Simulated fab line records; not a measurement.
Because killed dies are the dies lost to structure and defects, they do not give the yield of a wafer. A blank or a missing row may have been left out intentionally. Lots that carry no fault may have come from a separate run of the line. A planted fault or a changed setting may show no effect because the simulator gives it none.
A lot that was struck, set against a sound lot | flow ritCmos | 15 steps out of a route of 202
Sound: the wafers L309.1, L309.4, L309.5. Wafers L321.1, L321.2, L321.5 were the ones struck. Last of all comes the cause.
Each step with rows lists, per side, the tool, then ch with its chambers, then its first start. Under that, the readings that differ: sound wafers | struck wafers | difference of the means | sigmas: that difference in standard deviations of wafers without a fault.
alike: readings with means less than 2 such deviations apart, plus words and numbers identical on both sides. not compared: withheld readings, readings lacking a value on some wafer, bounds such as >300 that could conceal the same value, and numbers that have no deviation in the record and whose values overlap.
The two part at a step that has a row with sigmas, a row that says differs or no value, or rows on one side only. Non-overlapping numbers with no deviation appear without sigmas and do not part them. Lack of a reading on every wafer of one side parts them only where that side has two or more wafers.

first, 1 step without rows for these wafers: RIT_NLDD_IMPLANT_08.
RIT_NLDD_STRIP_09: strips in O2, time 180 s.
  sound on plasmaAsher-01 ch 0,1, day 4 13:51; struck on plasmaAsher-04 ch 0,1, day 6 23:13
  alike: drypumpMotorCurrentA, o2FlowSccm
  not compared: rfHoursCounterH
RIT_NLDD_TW_MEAS_10:
  sound on filmMetro-03 at day 4 14:01; struck on filmMetro-03 at day 6 23:23
  alike: NLDD_TW
then, 6 steps without rows for these wafers: RIT_PLDD_HMDS_00 (prime time 60 s); RIT_PLDD_COAT_01 (resist thk 1000 nm); RIT_PLDD_SOFTBAKE_02 (time 60 s); RIT_PLDD_EXPOSE_03 (exposes mask M8, target cd 40900 nm); RIT_PLDD_PEB_04; RIT_PLDD_DEVELOP_05 (develop time 50 s).
RIT_PLDD_OVL_MEAS_06:
  sound on overlay-02 at day 4 14:56; struck on overlay-02 at day 7 00:18
  alike: PLDD_OVL
then, 2 steps without rows for these wafers: RIT_PLDD_HARDBAKE_07 (time 60 s); RIT_PLDD_IMPLANT_08.
RIT_PLDD_STRIP_09: strips in O2, time 180 s.
  sound on plasmaAsher-04 ch 0,1, day 4 15:16; struck on plasmaAsher-01 ch 0,1, day 7 00:38
reading           | sound          | struck         | difference | sigmas
o2FlowSccm (sccm) | 4011 3991 3992 | 3206 3188 3209 | -797       | -66
  alike: drypumpMotorCurrentA
  not compared: rfHoursCounterH
RIT_PLDD_TW_MEAS_10:
  sound on filmMetro-03 at day 4 15:27; struck on filmMetro-04 at day 7 00:49
  alike: PLDD_TW
RIT_M1_PROBE_99:
  sound on prober-01 at day 5 05:17; struck on prober-02 at day 7 15:20
  alike: killedAtContacts, killedAtFrontEnd, killedDies, killedOpen, killedShort

== WHERE THEY PART ==
Within this record, at RIT_PLDD_STRIP_09 only. Later steps at which nothing parts them and some readings are alike: RIT_PLDD_TW_MEAS_10, RIT_M1_PROBE_99.

WHY: what had been put in by the simulator
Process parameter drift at RIT_PLDD_STRIP_09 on plasmaAsher-01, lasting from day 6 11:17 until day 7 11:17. A move of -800 in setting o2FlowSccm, from 4000. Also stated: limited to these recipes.
